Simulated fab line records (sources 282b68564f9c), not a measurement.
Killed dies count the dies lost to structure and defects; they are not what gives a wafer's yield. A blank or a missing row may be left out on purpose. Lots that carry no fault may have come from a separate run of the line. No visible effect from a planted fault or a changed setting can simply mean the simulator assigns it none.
Check of tool commonality ; flow rit_cmos ; Sampled: 13 lots, 39 wafers

## WHY IT WAS OPENED
Of 13 lots, 2 have the reading SILICIDE_TI_RS flagged at RIT_SILICIDE_RS_MEAS_02. Wafers without a fault read 47.7 ohm/sq, standard deviation 0.67.
Rule: a lot is flagged in two cases, either no wafer of it has a number, or all its wafers with numbers fall more than 4 standard deviations from that mean. All remaining lots are regarded as sound.

lot;measured;on;SILICIDE_TI_RS (ohm/sq), wafer by wafer;flag
L851;day 3 13:05;film_metro-02;48.0 48.3 48.2;
L852;day 3 14:38;film_metro-03;47.0 48.1 47.9;
L853;day 3 19:19;film_metro-03;48.9 48.0 48.0;
L855;day 4 06:39;film_metro-03;46.9 47.8 48.1;
L856;day 4 07:04;film_metro-04;49.3 48.0 48.2;
L860;day 5 10:14;film_metro-03;40.9 41.3 41.2;FLAGGED
L862;day 5 13:35;film_metro-03;40.8 40.3 40.6;FLAGGED
L863;day 6 01:10;film_metro-04;47.5 47.3 47.0;
L865;day 6 16:55;film_metro-03;46.5 46.9 47.5;
L867;day 6 19:50;film_metro-03;48.0 48.2 48.4;
L869;day 7 04:38;film_metro-03;47.6 48.0 47.6;
L871;day 7 12:47;film_metro-04;47.1 47.3 47.1;
L873;day 7 19:41;film_metro-03;49.2 47.7 48.6;
Average over the flagged lots: 40.9 ohm/sq; offset from the usual -6.9 ohm/sq, equal to -10 standard deviations.

## TOOL THAT RAN EACH LOT
The record keeps 1 process step preceding the reading, out of 202 steps on the route. Every cell lists first the tool, next ch and the chambers used by the sampled wafers, and last the start.
lot;flag;RIT_SILICIDE_SPUTTER_01
L851;;pvd_sputter-04, day 3 12:56
L852;;pvd_sputter-01, day 3 14:29
L853;;pvd_sputter-04, day 3 19:07
L855;;pvd_sputter-04, day 4 06:30
L856;;pvd_sputter-01, day 4 06:55
L860;FLAGGED;pvd_sputter-04, day 5 10:01
L862;FLAGGED;pvd_sputter-04, day 5 13:26
L863;;pvd_sputter-01, day 6 01:01
L865;;pvd_sputter-01, day 6 16:46
L867;;pvd_sputter-03, day 6 19:41
L869;;pvd_sputter-03, day 7 04:28
L871;;pvd_sputter-01, day 7 12:38
L873;;pvd_sputter-03, day 7 19:32
What the steps here do:
- RIT_SILICIDE_SPUTTER_01: material Ti, target thk 30 nm, time 240 s.
- RIT_SILICIDE_RS_MEAS_02: measures by four-point-probe.

## FLAGGED OVER TOTAL, TOOL BY TOOL (the gauges that took the reading come last)
step;tool;lots run;flagged;share of the flagged lots;sound lots run after its first flagged lot
RIT_SILICIDE_SPUTTER_01;pvd_sputter-01;5;0;none;-
RIT_SILICIDE_SPUTTER_01;pvd_sputter-03;3;0;none;-
RIT_SILICIDE_SPUTTER_01;pvd_sputter-04;5;2;all;0
RIT_SILICIDE_RS_MEAS_02;film_metro-02;1;0;none;-
RIT_SILICIDE_RS_MEAS_02;film_metro-03;9;2;all;4 (L865,L867,L869,L873)
RIT_SILICIDE_RS_MEAS_02;film_metro-04;3;0;none;-

## WHAT THE TABLE ALLOWS
pvd_sputter-04 at RIT_SILICIDE_SPUTTER_01 and film_metro-03 at RIT_SILICIDE_RS_MEAS_02 are the 2 rows of the table that ran each flagged lot.
- pvd_sputter-04 at RIT_SILICIDE_SPUTTER_01: 2 of its 5 lots flagged. Its last sound lot is L855 (day 4 06:30), its first flagged lot L860 (day 5 10:01): a fault that began between those two fits.
- film_metro-03 at RIT_SILICIDE_RS_MEAS_02: 2 of its 9 lots flagged. Sound lots ran on it after the first flagged one (L865, L867, L869, L873), which a lasting fault on the whole tool wouldn't allow.
pvd_sputter-04 at RIT_SILICIDE_SPUTTER_01 is the single tool remaining.

## WHAT THE SIMULATOR HAD INSERTED
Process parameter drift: pvd_sputter-04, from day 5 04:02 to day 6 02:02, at RIT_SILICIDE_SPUTTER_01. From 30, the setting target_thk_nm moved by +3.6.
Shown lots that were struck: L860, L862. The rule above found the same.
